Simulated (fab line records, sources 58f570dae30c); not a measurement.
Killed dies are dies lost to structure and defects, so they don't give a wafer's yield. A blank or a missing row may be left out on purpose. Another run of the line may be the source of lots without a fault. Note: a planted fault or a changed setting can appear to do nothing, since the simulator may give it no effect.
One fault through the eyes of 2 desks ; flow berkeley_cmos170 ; only its own numbers are on each desk; what lay behind them is given at the end

## FROM THE METROLOGY DESK
Lot by lot, what the gauges showed, no matter which tool ran the lot: averages of those sampled wafers that carry a number. A lot is out of limits, marked OUT, if its mean lies more than 4 standard deviations from the usual mean; the brackets give that distance.
Columns: A = M3_AL_RS at UCB170_M3_RS_MEAS_02, usual 0.0321 ohm/sq; B = M3_AL_THK at UCB170_M3_THK_MEAS_03, usual 904 nm
lot;first seen here;A;B
L429;day 8 07:20;0.0318;913
L430;day 8 14:44;0.0319;901
L431;day 9 02:20;0.0325;891
L432;day 9 13:04;0.0323;900
L433;day 9 14:08;0.0314;924
L434;day 9 19:05;0.0319;911
L435;day 10 10:22;0.0320;903
L445;day 12 06:07;0.0281 (-9.8) OUT;1075 (+16) OUT
L448;day 13 01:55;0.0316;920
L449;day 13 05:10;0.0314;922
L452;day 14 00:17;0.0326;891
L451;day 14 00:37;0.0319;908
L450;day 14 01:28;0.0326;887
This desk's finding: out of limits on L445; first on L445, day 12 06:07 (M3_AL_RS at UCB170_M3_RS_MEAS_02). L429, L430, L431, L432, L433, L434, L435, L448, L449, L452, L451, L450: within limits.

## AT THE TOOL OWNER'S DESK: pvd_sputter-03
The tool's own readings at UCB170_M3_SPUTTER_01 (material Al, target thk 900 nm, time 120 s): means of the sampled wafers that have a number, for each lot that ran on this tool. A lot is out of limits, marked OUT, if its mean lies more than 4 standard deviations from the usual mean; the brackets give that distance.
Columns: A = throttle_valve_pct at UCB170_M3_SPUTTER_01, usual 30.0 %
lot;first seen here;A
L433;day 9 14:03;30.4
L445;day 12 06:01;29.7
This desk found nothing out of limits on any of the 2 lots.

## BROUGHT TOGETHER
The metrology desk could have raised an alarm at day 12 06:07, on L445.
The tool owner's desk saw nothing out of limits.
On record at the tool owner's desk: L445, within its limits.
All the named lots went through UCB170_M3_SPUTTER_01 on pvd_sputter-03.

## WHAT THE SIMULATOR HAD INSERTED
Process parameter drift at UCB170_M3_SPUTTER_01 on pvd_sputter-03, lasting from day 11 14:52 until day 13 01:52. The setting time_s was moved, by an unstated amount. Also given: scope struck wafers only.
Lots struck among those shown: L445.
Time in hours between the start of the fault and the first out-of-limits reading at each desk: metrology desk, 15.
